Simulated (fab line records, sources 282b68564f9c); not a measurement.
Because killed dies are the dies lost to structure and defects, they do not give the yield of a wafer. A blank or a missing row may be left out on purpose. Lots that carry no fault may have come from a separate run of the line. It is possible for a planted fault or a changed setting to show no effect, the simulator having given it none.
What tool caused it?    flow rit_cmos    42 wafers from 14 lots sampled at 2 of the route's 202 steps

== WHAT THE GAUGES READ, wafer by wafer ==
Not one reading of a measure or inspect step in the record can be checked against a usual standard deviation.

== WHAT TOOL EACH LOT RAN ON (gives the tool, then ch and the chambers of the sampled wafers, and finally the start) ==
lot   RIT_NLDD_COAT_01                  RIT_M1_PROBE_99
L843  litho_track-04 ch 0, day 2 17:22  -
L845  litho_track-01 ch 0, day 3 03:40  -
L846  litho_track-04 ch 0, day 3 08:02  -
L847  litho_track-04 ch 0, day 3 15:33  -
L848  litho_track-03 ch 0, day 3 18:43  -
L849  litho_track-03 ch 0, day 3 23:14  -
L852  litho_track-01 ch 0, day 4 15:48  -
L855  litho_track-04 ch 0, day 5 07:23  prober-01, day 5 23:44
L857  litho_track-04 ch 0, day 5 22:20  prober-01, day 6 14:28
L858  litho_track-03 ch 0, day 6 04:50  -
L859  litho_track-01 ch 0, day 6 05:05  -
L860  litho_track-03 ch 0, day 6 08:56  -
L862  litho_track-01 ch 0, day 6 21:23  -
L865  litho_track-03 ch 0, day 7 14:42  -
- RIT_NLDD_COAT_01: resist thk 1000 nm.
- RIT_M1_PROBE_99

== WHAT THE TOOLS THEMSELVES READ (means of the sampled wafers that have a number; where no wafer has one, the mark that the record gives instead) ==
RIT_NLDD_COAT_01.
lot   tool            resist_line_temp_C (C)  spin_speed_rpm (rpm)
L843  litho_track-04  23.07                   3251.4
L845  litho_track-01  23.04                   3252.0
L846  litho_track-04  23.06                   3248.6
L847  litho_track-04  22.98                   3247.8
L848  litho_track-03  22.87                   3252.8
L849  litho_track-03  22.84                   3255.0
L852  litho_track-01  23.05                   3249.6
L855  litho_track-04  22.88                   2280.9
L857  litho_track-04  22.95                   2281.4
L858  litho_track-03  23.04                   3249.1
L859  litho_track-01  23.02                   3248.5
L860  litho_track-03  22.99                   3252.6
L862  litho_track-01  22.98                   3251.1
L865  litho_track-03  23.00                   3250.8

RIT_M1_PROBE_99.
lot   tool       killed_at_M0_to_M3  killed_at_contacts  killed_at_front_end  killed_dies  killed_open  killed_short
L855  prober-01  0.0                 0.0                 9.3                  9.3          3.7          5.7
L857  prober-01  0.0                 0.0                 6.3                  6.3          3.3          3.0

== THE ANSWER, worked out from the rows above alone ==
Rule: what is usual is taken from the lots themselves. The widest of any qualifying gaps counts: lots, ordered by their means at a reading, are off when they make up no more than a third of the lots, leave a main group of 4 or more, and stand apart from it by 3 or more times the standard deviation of that group's means. Not used: any main group whose means are identical at the precision the tables above print for the reading. A lot without any number at a reading at which 4 lots or more have one is off too. All remaining lots with rows at the step are treated as sound. The gauges are gone through in route order, then the tools' own readings, and for those a lot's mean is taken as printed above. The first step at which some lot is off is used, and at that step the reading that is off furthest; a lot without a number counts as furthest.
Off: L855, L857 (RIT_NLDD_COAT_01, spin_speed_rpm). The main group has a mean of 3250.8 rpm with a standard deviation of 2.
A tool fits if, at that step or a process step before it, it ran every lot that is off, and no sound lot after the first of them. One candidate fits, namely litho_track-04 at RIT_NLDD_COAT_01. Its last sound lot is L847 (day 3 15:33), its first lot that is off L855 (day 5 07:23): a fault that began between those two fits.
The tool's own readings at RIT_NLDD_COAT_01 bear it out: on the lots that are off they differ by more than 5 times the standard deviation of the sound lots' means. spin_speed_rpm reads 2281.2 rpm there against 3250.8 rpm on the sound lots.

== WHAT THE SIMULATOR HAD PUT IN ==
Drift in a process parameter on litho_track-04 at RIT_NLDD_COAT_01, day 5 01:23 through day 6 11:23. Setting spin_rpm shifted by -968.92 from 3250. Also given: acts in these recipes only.
Struck lots among those shown: L855, L857. The rule above found the same.
